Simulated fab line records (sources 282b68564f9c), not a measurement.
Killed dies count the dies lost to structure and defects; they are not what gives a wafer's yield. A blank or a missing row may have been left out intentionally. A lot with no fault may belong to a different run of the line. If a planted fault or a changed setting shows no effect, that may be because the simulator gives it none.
What tool caused it?    flow rit cmos    14 lots, 42 wafers sampled, at 2 steps of a route of 202

== WHAT EACH GAUGE READ, for each wafer ==
Not one reading of a measure or inspect step in the record can be checked against a usual standard deviation.

== EACH LOT AND THE TOOL THAT RAN IT (in order: tool; ch and the chambers of the sampled wafers; start) ==
lot   RIT_NSD_STRIP_09                     RIT_M1_PROBE_99
L724  plasma asher-02 ch 0,1, day 3 03:00  -
L725  plasma asher-02 ch 0,1, day 3 05:48  -
L726  plasma asher-03 ch 0,1, day 3 10:39  -
L727  plasma asher-04 ch 0,1, day 3 18:41  -
L728  plasma asher-02 ch 0,1, day 3 20:58  -
L729  plasma asher-02 ch 0,1, day 4 07:34  -
L730  plasma asher-02 ch 0,1, day 4 09:33  -
L731  plasma asher-04 ch 0,1, day 4 12:25  -
L734  plasma asher-02 ch 0,1, day 5 06:25  -
L739  plasma asher-04 ch 0,1, day 6 02:46  prober-01, day 6 12:49
L740  plasma asher-04 ch 0,1, day 6 08:02  prober-02, day 6 17:48
L742  plasma asher-02 ch 0, day 6 19:45    -
L744  plasma asher-03 ch 0,1, day 7 09:00  -
L746  plasma asher-02 ch 0,1, day 7 15:48  -
- RIT_NSD_STRIP_09: strips in O2, time 180 s.
- RIT_M1_PROBE_99

== WHAT THE TOOLS THEMSELVES READ (means of the sampled wafers that have a number; where no wafer has one, the mark that the record gives instead) ==
RIT_NSD_STRIP_09.
lot   tool             drypump motor current A (A)
L724  plasma asher-02  6.0
L725  plasma asher-02  5.9
L726  plasma asher-03  5.6
L727  plasma asher-04  5.5
L728  plasma asher-02  5.9
L729  plasma asher-02  6.0
L730  plasma asher-02  6.0
L731  plasma asher-04  5.5
L734  plasma asher-02  6.0
L739  plasma asher-04  5.5
L740  plasma asher-04  5.5
L742  plasma asher-02  5.9
L744  plasma asher-03  5.6
L746  plasma asher-02  6.0

RIT_M1_PROBE_99.
lot   tool       killed at contacts  killed at front end  killed dies  killed on rim  killed open  killed short
L739  prober-01  0.0                 19.7                 19.7         6.7            1.7          3.7
L740  prober-02  0.0                 15.7                 15.7         5.7            0.7          2.7

== THE ANSWER, worked out from the rows above alone ==
Rule: the lots themselves supply what counts as usual. The widest of any qualifying gaps counts: lots, ordered by their means at a reading, are off when they make up no more than a third of the lots, leave a main group of 4 or more, and stand apart from it by 3 or more times the standard deviation of that group's means. If all means in a main group match to the digits the tables above print for the reading, that group is not used. A lot without any number at a reading at which 4 lots or more have one is off too. Any other lot the step has rows for is counted as sound. First the gauges in route order, then the tools' own readings, where a lot's mean is used as printed above. At the first step where some lot is off, the reading lying furthest off is the one used; lots without a number count as furthest.
None of the lots is off at any reading shown; this tells nothing.

== WHAT THE SIMULATOR PUT IN ==
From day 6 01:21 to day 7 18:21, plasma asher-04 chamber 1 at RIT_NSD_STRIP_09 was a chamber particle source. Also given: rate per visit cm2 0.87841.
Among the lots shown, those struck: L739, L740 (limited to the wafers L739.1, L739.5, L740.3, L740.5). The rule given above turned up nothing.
